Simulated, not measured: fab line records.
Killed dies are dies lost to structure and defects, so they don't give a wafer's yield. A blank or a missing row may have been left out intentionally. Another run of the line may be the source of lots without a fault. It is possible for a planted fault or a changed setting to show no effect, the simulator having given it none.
8D (eight disciplines) problem report, filled in by code || flow rit cmos || the parts of the form that need people (team, actions taken, sign-off) are left out

1. WHAT IS WRONG
Wafers without a fault read 7.1, standard deviation 2.9; killed at front end at RIT_M1_PROBE_99 reads a mean of 179.2 on 6 wafers belonging to 2 lots. That puts it +59 standard deviations away from the usual mean.
First seen on wafer L953.2, day 7 17:11, on prober-01. The record has a number at this step for 12 wafers belonging to 4 lots. Rule for "out", or "out of limits": more than 4 standard deviations from the usual mean. All remaining wafers that have a number are taken as sound.

2. WHAT IT IS; WHAT IT IS NOT
{"question": "which readings at this step", "is": "killed at front end, killed dies, killed on rim", "is not": "killed open, killed short"}
{"question": "which lots", "is": "L953, L955", "is not": "L933, L948"}
{"question": "which wafers of those lots", "is": "all that have a number", "is not": "-"}
{"question": "read on which tools", "is": "prober-01, prober-02", "is not": "-"}
{"question": "when", "is": "from day 7 17:11", "is not": "up to then (6 sound wafers)"}

3. THE SUSPECTS, EACH WITH WHAT RULES IT OUT
Counting: a tool at any process step up to the reading remains a suspect when it ran all the lots that are out and ran no sound lot after the first of those.
- furnace-03 at RIT_REOX_OXIDATION_03 (target thk 25.2 nm, ox time 5580 s): kept. It processed each lot that is out, first L953 at day 6 22:08, and no sound lot thereafter; up to then, the last sound lot it processed was L948 at day 5 21:03.
The count leaves furnace-03 at RIT_REOX_OXIDATION_03.

4. THE CAUSE (what the simulator had put in)
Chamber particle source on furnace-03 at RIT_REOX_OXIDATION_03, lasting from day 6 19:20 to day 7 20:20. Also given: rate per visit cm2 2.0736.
The count eliminated every tool but this one.

5. THE EFFECT CHAIN, in route order
Each row: a reading whose mean over the struck wafers that have a number lies more than 3 standard deviations from the usual. Readings are gone through only where the record gives a usual standard deviation; hours: the median, over the lots, of the time from a lot's start at the first step in this table giving one to that lot's start at this step; sigmas: the change measured in usual standard deviations.
{"hours": 0, "step": "RIT_M1_PROBE_99", "reading": "killed at front end", "usual": 7.1, "on struck wafers": 179.2, "change": "+172.1", "sigmas": "+59"}
{"hours": 0, "step": "RIT_M1_PROBE_99", "reading": "killed dies", "usual": 7.2, "on struck wafers": 179.3, "change": "+172.1", "sigmas": "+59"}
{"hours": 0, "step": "RIT_M1_PROBE_99", "reading": "killed on rim", "usual": 2.0, "on struck wafers": 46.8, "change": "+44.8", "sigmas": "+34"}
Its process steps:
- RIT_M1_PROBE_99

6. WHAT WOULD HAVE CAUGHT IT SOONER
In this record the first reading out of limits was taken at day 7 17:11, 22 hours after the fault began at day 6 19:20.
Tool readings at RIT_REOX_OXIDATION_03 with a usual standard deviation given in the record: none out on any struck wafer, hence no alarm at a limit of 4 standard deviations on them.
Each of the lots that are out, 2 in all, had begun RIT_REOX_OXIDATION_03 on furnace-03 no later than day 7 17:11. Had the tool been put on hold then, not one of them would have been saved.
